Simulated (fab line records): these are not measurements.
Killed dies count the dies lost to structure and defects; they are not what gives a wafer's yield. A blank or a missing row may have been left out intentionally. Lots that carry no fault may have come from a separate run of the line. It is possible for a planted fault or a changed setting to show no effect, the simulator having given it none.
fab line records	flow berkeleyCmos170
record lots=5	wafers=15	lastDay=12
route steps=331 shown NSD@188 BACKSIDE@199 SDANNEAL@204 PSD@206 PLDD@208 NLDD@209 SILICIDE@210
lots untouched by any fault: they come from a run of this same line in which no faults occurred
startH: hours from the record's first day to the start of the lot's first wafer shown	waitH: hours from the lot's prior step to this one	" as in the row above	L1.1+2: a single row standing in for several wafers	- no value, or no start given	* or withheld: withheld	< > ~ a bound
route shown NAME@n: a module of which the file shows steps, and the number in the route of the first	usual: mean/standard deviation taken from wafers without a fault	same: alike in all rows	chamber/n: place in a boat	sites: each site's reading	_std_site: their standard deviation	_edge_site: inner sites' mean taken away from outer sites' mean	radiusMm: how far each site lies from the wafer's centre	mask NAME#n: copy n	behind: the last tool/chamber to shape the wafer	hold: reason for holding the lot/hours on hold/outcome of the hold	device: the transistor (n, p or np) that didn't switch	end of line: tests run on the same wafers once the route is complete	a step without rows: its recipe alone	killed: the dies lost at the first sort to structure and to defects; this is not the yield of the wafer	map: the dies of a wafer, with x for killed, . for not killed, _ for no die there
set.NAME: the setting that was run; set.NAME@STEP: the one run at that earlier step	model.NAME: the simulator's own value behind a step, which no gauge read
lots seen at some steps along the route; tables by step, rows by wafer
services: a tool's chamber out of use, with start hour (startH, from the record's first day; less than 0 if before it), hours out, and reason
## steps
# step UCB170_NSD_COAT_01
# recipe resist=KrF	spinRpm=1500	resistThkNm=900
lot.wafer	tool	chamber	startH	waitH
L079.2+3+6	lithoTrack-01	0	184.32	0.1
L082.1+5+6	lithoTrack-03	0	199.00	0.1
L085.2+4+5	lithoTrack-04	0	207.95	0.1
L093.1+3+5	lithoTrack-03	0	243.75	0.1
L097.2+5+6	lithoTrack-03	0	267.37	0.1
# step UCB170_NSD_SOFTBAKE_02
# recipe resist=KrF	tempC=130	timeS=60
lot.wafer	tool	chamber	startH	waitH
L079.2+3+6	lithoTrack-01	0	184.47	0.1
L082.1+5+6	lithoTrack-03	0	199.15	0.1
L085.2+4+5	lithoTrack-04	0	208.10	0.1
L093.1+3+5	lithoTrack-03	0	243.90	0.1
L097.2+5+6	lithoTrack-03	0	267.52	0.1
# step UCB170_NSD_EXPOSE_03
# recipe maskId=NSELECT_MOD	na=0.5	sigmaOuter=0.6	sourceShape=conventional	targetCdNm=1200	doseMj=30
lot.wafer	tool	chamber	startH	waitH	mask
L079.2+3+6	krfScanner-02	0	184.61	0.1	NSELECT_MOD#0
L082.1+5+6	krfScanner-01	0	199.42	0.2	NSELECT_MOD#0
L085.2+4+5	krfScanner-01	0	208.24	0.1	NSELECT_MOD#0
L093.1+3+5	krfScanner-02	0	244.05	0.1	NSELECT_MOD#0
L097.2+5+6	krfScanner-01	0	267.79	0.2	NSELECT_MOD#0
# step UCB170_NSD_PEB_04
# recipe pebTempC=130	pebTimeS=withheld	resist=KrF
lot.wafer	tool	chamber	startH	waitH
L079.2+3+6	lithoTrack-03	0	184.86	0.2
L082.1+5+6	lithoTrack-04	0	199.64	0.2
L085.2+4+5	lithoTrack-03	0	208.82	0.6
L093.1+3+5	lithoTrack-03	0	244.32	0.3
L097.2+5+6	lithoTrack-03	0	267.91	0.1
# step UCB170_NSD_DEVELOP_05
# recipe developer=TMAH	developTimeS=45	resist=KrF	devTempC=21
lot.wafer	tool	chamber	startH	waitH
L079.2+3+6	lithoTrack-03	0	-	-
L082.1+5+6	lithoTrack-04	0	-	-
L085.2+4+5	lithoTrack-03	0	-	-
L093.1+3+5	lithoTrack-03	0	-	-
L097.2+5+6	lithoTrack-03	0	-	-
# step UCB170_NSD_CD_MEAS_06
# recipe targetCdNm=1200
# usual cdNm=1199.8/1.5
lot.wafer	tool	chamber	startH	waitH	cdNm
L079.2	cdSem-02	-	185.13	-	1198.6
L079.3	"	-	"	"	1199.1
L079.6	"	-	"	"	1199.0
L082.1	cdSem-02	-	199.92	-	1199.6
L082.5	"	-	"	"	1199.6
L082.6	"	-	"	"	1201.2
L085.2	cdSem-02	-	209.09	-	1199.4
L085.4	"	-	"	"	1200.4
L085.5	"	-	"	"	1199.2
L093.1	cdSem-02	-	244.61	-	1200.3
L093.3	"	-	"	"	1200.7
L093.5	"	-	"	"	1199.4
L097.2	cdSem-02	-	268.18	-	1201.9
L097.5	"	-	"	"	1201.4
L097.6	"	-	"	"	1202.3
# step UCB170_NSD_OVL_MEAS_07
# usual NSD_OVL=0/5.1
lot.wafer	tool	chamber	startH	waitH	NSD_OVL[nm]
L079.2	overlay-02	-	185.24	0.1	2
L079.3	"	-	"	"	3
L079.6	"	-	"	"	2
L082.1	overlay-01	-	200.04	0.1	2
L082.5	"	-	"	"	11
L082.6	"	-	"	"	-4
L085.2	overlay-01	-	209.19	0.1	-12
L085.4	"	-	"	"	-4
L085.5	"	-	"	"	2
L093.1	overlay-02	-	244.73	0.1	0
L093.3	"	-	"	"	-4
L093.5	"	-	"	"	-1
L097.2	overlay-02	-	268.28	0.1	7
L097.5	"	-	"	"	-6
L097.6	"	-	"	"	-1
# step UCB170_NSD_IMPLANT_08
# recipe species=P	doseCm2=3e+15	energyKev=40	tiltDeg=7
lot.wafer	tool	chamber	startH	waitH
L079.2+3+6	implanter-04	0	185.29	0.0
L082.1+5+6	implanter-03	0	200.07	0.0
L085.2+4+5	implanter-03	0	209.25	0.0
L093.1+3+5	implanter-04	0	244.77	0.0
L097.2+5+6	implanter-04	0	268.34	0.0
# step UCB170_NSD_STRIP_09
# recipe chemistry=O2	powerW=400	pressureMtorr=3500	platenTempC=withheld	o2FlowSccm=400	overashFraction=0.5
# usual drypumpMotorCurrentA=5.6/0.33	oesProductAu=0.534/0.0047	stripTimeToEndpointS=35.80/0.069
lot.wafer	tool	chamber	startH	waitH	drypumpMotorCurrentA	oesProductAu	rfHoursCounterH	stripTimeToEndpointS
L079.2	plasmaAsher-04	0	185.42	0.1	5.3	0.541	45	35.77
L079.3	"	0	"	"	5.3	0.539	-	35.66
L079.6	"	0	"	"	5.3	0.536	-	35.71
L082.1	plasmaAsher-01	1	200.22	0.1	5.4	0.541	46	35.63
L082.5	"	1	"	"	5.4	0.530	-	35.71
L082.6	"	0	"	"	5.5	0.536	-	35.65
L085.2	plasmaAsher-01	0	209.37	0.1	5.5	0.543	47	35.71
L085.4	"	0	"	"	5.5	0.535	-	35.80
L085.5	"	1	"	"	5.4	0.534	-	35.81
L093.1	plasmaAsher-03	1	244.92	0.1	5.7	0.529	15	35.74
L093.3	"	1	"	"	5.7	0.535	-	35.80
L093.5	"	0	"	"	5.3	0.537	-	35.79
L097.2	plasmaAsher-03	1	268.46	0.1	5.7	0.534	17	35.74
L097.5	"	1	"	"	5.7	0.528	-	35.78
L097.6	"	0	"	"	5.3	0.526	-	35.81
# step UCB170_NSD_TW_MEAS_10
# usual NSD_TW=4183/42
lot.wafer	tool	chamber	startH	waitH	NSD_TW
L079.2	filmMetro-04	-	185.53	0.1	4127
L079.3	"	-	"	"	4114
L079.6	"	-	"	"	4131
L082.1	filmMetro-01	-	200.32	0.1	4188
L082.5	"	-	"	"	4194
L082.6	"	-	"	"	4172
L085.2	filmMetro-04	-	209.48	0.1	4166
L085.4	"	-	"	"	4145
L085.5	"	-	"	"	4161
L093.1	filmMetro-04	-	245.02	0.1	4161
L093.3	"	-	"	"	4137
L093.5	"	-	"	"	4146
L097.2	filmMetro-01	-	268.57	0.1	4196
L097.5	"	-	"	"	4185
L097.6	"	-	"	"	4206
# step UCB170_NSD_CLEAN_11
# recipe chemistry=SPM	tempC=120	timeS=600
lot.wafer	tool	chamber	startH	waitH
L079.2+3+6	wetBench-02	2	186.81	1.3
L082.1+5+6	wetBench-02	0	200.38	0.1
L085.2+4+5	wetBench-02	1	209.53	0.0
L093.1+3+5	wetBench-02	1	245.08	0.1
L097.2+5+6	wetBench-03	1	268.62	0.0
# step UCB170_BACKSIDE_HMDS_00
# recipe primeTimeS=60	primeTempC=100
lot.wafer	tool	chamber	startH	waitH
L079.2+3+6	lithoTrack-04	0	187.11	0.1
L082.1+5+6	lithoTrack-02	0	200.60	0.0
L085.2+4+5	lithoTrack-04	0	209.73	0.0
L093.1+3+5	lithoTrack-02	0	245.26	0.0
L097.2+5+6	lithoTrack-04	0	268.82	0.0
# step UCB170_BACKSIDE_COAT_01
# recipe resist=KrF	spinRpm=1500	resistThkNm=900
lot.wafer	tool	chamber	startH	waitH
L079.2+3+6	lithoTrack-04	0	187.26	0.1
L082.1+5+6	lithoTrack-02	0	200.75	0.1
L085.2+4+5	lithoTrack-04	0	209.88	0.1
L093.1+3+5	lithoTrack-02	0	245.41	0.1
L097.2+5+6	lithoTrack-04	0	268.97	0.1
# step UCB170_BACKSIDE_SOFTBAKE_02
# recipe resist=KrF	tempC=130	timeS=60
lot.wafer	tool	chamber	startH	waitH
L079.2+3+6	lithoTrack-04	0	187.41	0.1
L082.1+5+6	lithoTrack-02	0	200.90	0.1
L085.2+4+5	lithoTrack-04	0	210.03	0.1
L093.1+3+5	lithoTrack-02	0	245.56	0.1
L097.2+5+6	lithoTrack-04	0	269.12	0.1
# step UCB170_BACKSIDE_STRIP_03
# recipe chemistry=O2	powerW=400	pressureMtorr=3500	platenTempC=withheld	o2FlowSccm=400	overashFraction=0.5
# usual drypumpMotorCurrentA=5.6/0.41	oesProductAu=0.734/0.0046	stripTimeToEndpointS=21.97/0.063
lot.wafer	tool	chamber	startH	waitH	drypumpMotorCurrentA	oesProductAu	rfHoursCounterH	stripTimeToEndpointS
L079.2	plasmaAsher-02	1	187.54	0.1	6.4	0.732	46	21.98
L079.3	"	0	"	"	5.2	0.733	-	21.88
L079.6	"	1	"	"	6.4	0.732	-	21.97
L082.1	plasmaAsher-02	1	201.05	0.1	6.4	0.741	48	22.02
L082.5	"	1	"	"	6.4	0.740	-	22.02
L082.6	"	0	"	"	5.2	0.733	-	22.05
L085.2	plasmaAsher-03	0	210.16	0.1	5.2	0.728	11	21.98
L085.4	"	1	"	"	5.7	0.735	-	21.98
L085.5	"	0	"	"	5.3	0.738	-	21.99
L093.1	plasmaAsher-02	1	245.71	0.1	6.4	0.736	53	22.05
L093.3	"	0	"	"	5.2	0.728	-	22.00
L093.5	"	0	"	"	5.2	0.732	-	22.05
L097.2	plasmaAsher-03	1	269.25	0.1	5.7	0.732	18	21.96
L097.5	"	0	"	"	5.2	0.728	-	21.89
L097.6	"	1	"	"	5.7	0.741	-	21.94
# step UCB170_BACKSIDE_CLEAN_04
# recipe chemistry=SPM	tempC=120	timeS=600
lot.wafer	tool	chamber	startH	waitH
L079.2+3+6	wetBench-02	2	187.74	0.2
L082.1+5+6	wetBench-01	3	201.15	0.1
L085.2+4+5	wetBench-02	3	210.26	0.1
L093.1+3+5	wetBench-01	3	245.81	0.1
L097.2+5+6	wetBench-01	3	269.35	0.1
# step UCB170_SDANNEAL_RTA_00
# recipe tempC=900	timeS=10	ambient=N2
# usual lampPowerPct=24.37/0.13	wafer_temp_C_max=904.9/1.3
lot.wafer	tool	chamber	startH	waitH	lampPowerPct	wafer_temp_C_max
L079.2	rtpAnneal-01	0	187.93	0.0	24.49	904.4
L079.3	"	0	"	"	24.51	904.1
L079.6	"	0	"	"	24.50	905.6
L082.1	rtpAnneal-02	0	201.35	0.0	24.24	904.7
L082.5	"	0	"	"	24.23	905.7
L082.6	"	0	"	"	24.22	903.8
L085.2	rtpAnneal-01	0	210.44	0.0	24.53	903.8
L085.4	"	0	"	"	24.48	904.4
L085.5	"	0	"	"	24.50	903.2
L093.1	rtpAnneal-02	0	245.98	0.0	24.26	908.7
L093.3	"	0	"	"	24.26	905.2
L093.5	"	0	"	"	24.29	905.7
L097.2	rtpAnneal-02	0	269.54	0.0	24.24	904.2
L097.5	"	0	"	"	24.30	907.7
L097.6	"	0	"	"	24.22	905.3
# step UCB170_SDANNEAL_RTA_01
# recipe tempC=1050	timeS=5	ambient=N2
# usual lampPowerPct=37.63/0.2	wafer_temp_C_max=1055.7/1.4
lot.wafer	tool	chamber	startH	waitH	lampPowerPct	wafer_temp_C_max
L079.2	rtpAnneal-01	0	188.00	0.1	37.82	1053.8
L079.3	"	0	"	"	37.84	1054.6
L079.6	"	0	"	"	37.77	1055.8
L082.1	rtpAnneal-02	0	201.41	0.1	37.43	1057.0
L082.5	"	0	"	"	37.53	1056.2
L082.6	"	0	"	"	37.50	1055.6
L085.2	rtpAnneal-01	0	210.51	0.1	37.85	1054.3
L085.4	"	0	"	"	37.84	1053.2
L085.5	"	0	"	"	37.87	1054.5
L093.1	rtpAnneal-02	0	246.05	0.1	37.49	1058.9
L093.3	"	0	"	"	37.41	1056.0
L093.5	"	0	"	"	37.47	1056.7
L097.2	rtpAnneal-02	0	269.60	0.1	37.50	1055.8
L097.5	"	0	"	"	37.49	1056.4
L097.6	"	0	"	"	37.43	1056.0
# step UCB170_SDANNEAL_RS_MEAS_02
# recipe thkMeasGauge=four-point-probe
# usual PSD_RS=75.54/0.29
lot.wafer	tool	chamber	startH	waitH	PSD_RS[ohm/sq]
L079.2	filmMetro-01	-	188.06	0.1	76.09
L079.3	"	-	"	"	75.93
L079.6	"	-	"	"	75.33
L082.1	filmMetro-01	-	201.47	0.0	75.34
L082.5	"	-	"	"	75.61
L082.6	"	-	"	"	76.07
L085.2	filmMetro-01	-	210.58	0.1	75.84
L085.4	"	-	"	"	75.63
L085.5	"	-	"	"	75.36
L093.1	filmMetro-02	-	246.11	0.0	75.15
L093.3	"	-	"	"	75.17
L093.5	"	-	"	"	75.14
L097.2	filmMetro-04	-	269.67	0.1	75.34
L097.5	"	-	"	"	75.44
L097.6	"	-	"	"	74.92
# step UCB170_SDANNEAL_RS_MEAS_03
# recipe thkMeasGauge=four-point-probe
# usual NSD_RS=37.28/0.11
lot.wafer	tool	chamber	startH	waitH	NSD_RS[ohm/sq]
L079.2	filmMetro-01	-	188.18	0.1	37.31
L079.3	"	-	"	"	37.36
L079.6	"	-	"	"	37.28
L082.1	filmMetro-01	-	201.59	0.1	37.39
L082.5	"	-	"	"	37.36
L082.6	"	-	"	"	37.45
L085.2	filmMetro-01	-	210.70	0.1	37.61
L085.4	"	-	"	"	37.44
L085.5	"	-	"	"	37.49
L093.1	filmMetro-02	-	246.23	0.1	37.15
L093.3	"	-	"	"	37.24
L093.5	"	-	"	"	37.25
L097.2	filmMetro-04	-	269.79	0.1	37.25
L097.5	"	-	"	"	37.22
L097.6	"	-	"	"	37.17
# step UCB170_SDANNEAL_RS_MEAS_04
# recipe thkMeasGauge=four-point-probe
# usual PLDD_RS=1032.6/2.6
lot.wafer	tool	chamber	startH	waitH	PLDD_RS[ohm/sq]
L079.2	filmMetro-01	-	188.30	0.1	1037.4
L079.3	"	-	"	"	1036.2
L079.6	"	-	"	"	1034.3
L082.1	filmMetro-01	-	201.71	0.1	1030.4
L082.5	"	-	"	"	1026.7
L082.6	"	-	"	"	1028.5
L085.2	filmMetro-01	-	210.82	0.1	1031.0
L085.4	"	-	"	"	1032.4
L085.5	"	-	"	"	1033.7
L093.1	filmMetro-02	-	246.35	0.1	1028.4
L093.3	"	-	"	"	1031.8
L093.5	"	-	"	"	1031.8
L097.2	filmMetro-04	-	269.91	0.1	1031.8
L097.5	"	-	"	"	1036.2
L097.6	"	-	"	"	1028.4
# step UCB170_SDANNEAL_RS_MEAS_05
# recipe thkMeasGauge=four-point-probe
# usual NLDD_RS=616.7/1.8
lot.wafer	tool	chamber	startH	waitH	NLDD_RS[ohm/sq]
L079.2	filmMetro-01	-	188.42	0.1	616.5
L079.3	"	-	"	"	618.2
L079.6	"	-	"	"	617.6
L082.1	filmMetro-01	-	201.83	0.1	617.5
L082.5	"	-	"	"	617.7
L082.6	"	-	"	"	618.9
L085.2	filmMetro-01	-	210.94	0.1	619.6
L085.4	"	-	"	"	621.6
L085.5	"	-	"	"	621.0
L093.1	filmMetro-02	-	246.47	0.1	614.3
L093.3	"	-	"	"	613.6
L093.5	"	-	"	"	614.1
L097.2	filmMetro-04	-	270.03	0.1	615.3
L097.5	"	-	"	"	615.6
L097.6	"	-	"	"	615.9
# step UCB170_SILICIDE_PRE_CLEAN_00
# recipe gas=Ar	precleanEtchTimeS=60
lot.wafer	tool	chamber	startH	waitH
L079.2+3+6	pvdSputter-02	-	188.52	0.1
L082.1+5+6	pvdSputter-01	-	201.95	0.1
L085.2+4+5	pvdSputter-02	-	211.04	0.1
L093.1+3+5	pvdSputter-01	-	246.59	0.1
L097.2+5+6	pvdSputter-02	-	270.13	0.1
# step UCB170_SILICIDE_SPUTTER_01
# recipe material=Ti	targetThkNm=30	timeS=25	powerW=1500	chamberPressurePa=0.5
# usual throttleValvePct=29.8/1.2
lot.wafer	tool	chamber	startH	waitH	throttleValvePct
L079.2	pvdSputter-02	-	188.59	0.0	29.5
L079.3	"	-	"	"	30.3
L079.6	"	-	"	"	29.8
L082.1	pvdSputter-01	-	202.02	0.0	32.6
L082.5	"	-	"	"	28.6
L082.6	"	-	"	"	32.7
L085.2	pvdSputter-02	-	211.10	0.0	28.9
L085.4	"	-	"	"	29.5
L085.5	"	-	"	"	30.4
L093.1	pvdSputter-01	-	246.65	0.0	31.0
L093.3	"	-	"	"	32.9
L093.5	"	-	"	"	28.5
L097.2	pvdSputter-02	-	270.20	0.0	28.9
L097.5	"	-	"	"	29.6
L097.6	"	-	"	"	29.0
# step UCB170_SILICIDE_RS_MEAS_02
# recipe thkMeasGauge=four-point-probe	reads=Ti_of_SILICIDE_SPUTTER_01
# usual SILICIDE_TI_RS=26.17/0.27
lot.wafer	tool	chamber	startH	waitH	SILICIDE_TI_RS[ohm/sq]
L079.2	filmMetro-02	-	188.64	0.0	25.72
L079.3	"	-	"	"	25.89
L079.6	"	-	"	"	26.28
L082.1	filmMetro-02	-	202.05	0.0	25.97
L082.5	"	-	"	"	26.33
L082.6	"	-	"	"	26.04
L085.2	filmMetro-03	-	211.15	0.0	25.98
L085.4	"	-	"	"	25.90
L085.5	"	-	"	"	26.09
L093.1	filmMetro-03	-	246.68	0.0	26.42
L093.3	"	-	"	"	26.13
L093.5	"	-	"	"	26.27
L097.2	filmMetro-02	-	270.25	0.0	26.14
L097.5	"	-	"	"	25.98
L097.6	"	-	"	"	26.01
## services
tool	chamber	startH	hours	kind
plasmaAsher-04	-	166.23	1.9	repair
krfScanner-01	-	170.76	1.0	pm
wetBench-02	-	179.47	7.3	repair
krfScanner-02	-	180.18	4.4	pm
wetBench-01	-	182.29	3.9	repair
pvdSputter-01	-	196.51	5.1	repair
krfScanner-01	-	200.02	0.7	repair
plasmaAsher-03	-	220.29	0.3	repair
implanter-04	-	231.84	3.5	repair
implanter-04	-	234.85	1.9	repair
krfScanner-01	-	244.11	0.8	pm
plasmaAsher-04	-	247.78	1.3	repair
krfScanner-02	-	260.72	1.0	pm
krfScanner-01	0	261.52	-	calibration
krfScanner-02	-	266.56	0.8	pm
krfScanner-02	-	269.99	1.3	pm
## key
fault none
